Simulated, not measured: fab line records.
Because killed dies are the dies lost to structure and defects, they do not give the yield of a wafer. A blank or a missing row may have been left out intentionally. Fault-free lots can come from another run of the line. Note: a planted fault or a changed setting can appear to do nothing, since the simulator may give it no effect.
Which tool did it?    flow berkeley-cmos170    Sampling: 8 lots, 24 wafers, 3 of 331 route steps

WHAT THE GAUGES READ, wafer by wafer
UCB170_NLDD_OVL_MEAS_07.
lot   measured      on          NLDD_OVL (nm)
L327  day 7 14:48   overlay-02  -3 -10 -4
L330  day 8 03:53   overlay-01  -6 -5 -4
L332  day 8 14:41   overlay-02  -8 -6 -6
L337  day 9 16:58   overlay-01  -2 0 -5
L338  day 9 17:16   overlay-01  188 185 184
L340  day 10 13:08  overlay-02  -8 2 -4
L342  day 10 12:53  overlay-01  181 178 179
L344  day 10 23:41  overlay-01  -9 -3 -5

EACH LOT AND THE TOOL THAT RAN IT (in order: tool; ch and the chambers of the sampled wafers; start)
lot   UCB170_ZERO_ETCH_06                UCB170_NLDD_EXPOSE_03
L327  rie-diel-04 ch 2,3, day 2 04:56    krf-scanner-01 ch 0, day 7 14:17
L330  rie-diel-02 ch 1,2,3, day 2 18:32  krf-scanner-01 ch 0, day 8 03:25
L332  rie-diel-02 ch 0,1,3, day 3 05:51  krf-scanner-02 ch 0, day 8 14:12
L337  rie-diel-03 ch 2,3, day 3 23:37    krf-scanner-01 ch 0, day 9 15:25
L338  rie-diel-02 ch 0,1, day 4 10:31    krf-scanner-01 ch 0, day 9 15:51
L340  rie-diel-03 ch 1,3, day 5 02:46    krf-scanner-02 ch 0, day 10 12:39
L342  rie-diel-03 ch 0,1,2, day 5 09:13  krf-scanner-01 ch 0, day 10 12:14
L344  rie-diel-03 ch 0,2,3, day 5 22:27  krf-scanner-02 ch 0, day 10 23:02
- UCB170_ZERO_ETCH_06: etches SiO2 in CHF3/CF4/Ar, time 12 s.
- UCB170_NLDD_EXPOSE_03: exposes mask NSELECT, target cd 1200 nm.

THE ANSWER, worked out from the rows above alone
Rule: the lots themselves supply what counts as usual. Put in order of their means at a reading, lots are off if they are a third of the lots or fewer, leave a main group of 4 or more, and stand apart from it by a gap of 3 or more times the standard deviation of the main group's means; of several such gaps the widest counts. A main group is skipped when, at the precision printed for the reading in the tables above, its means are all equal. Also off: a lot with no number at a reading for which 4 or more lots have one. Where the step has rows for the other lots, those lots are counted as sound.
Off: L338, L342, at UCB170_NLDD_OVL_MEAS_07 (NLDD_OVL). The main group has a mean of -5 nm with a standard deviation of 1.5.
A tool fits if, at a process step before that reading, it ran every lot that is off, and no sound lot after the first of them. Those tools and the gauges at UCB170_NLDD_OVL_MEAS_07 are tried in the same way. One candidate fits, namely krf-scanner-01 at UCB170_NLDD_EXPOSE_03. Its last sound lot is L337 (day 9 15:25), its first lot that is off L338 (day 9 15:51): a fault that began between those two fits.

WHAT THE SIMULATOR HAD INSERTED
Scanner matching overlay: krf-scanner-01, from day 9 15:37 on, at UCB170_NLDD_EXPOSE_03. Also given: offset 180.
Struck lots among those shown: L338, L342. The same result came from the rule above.
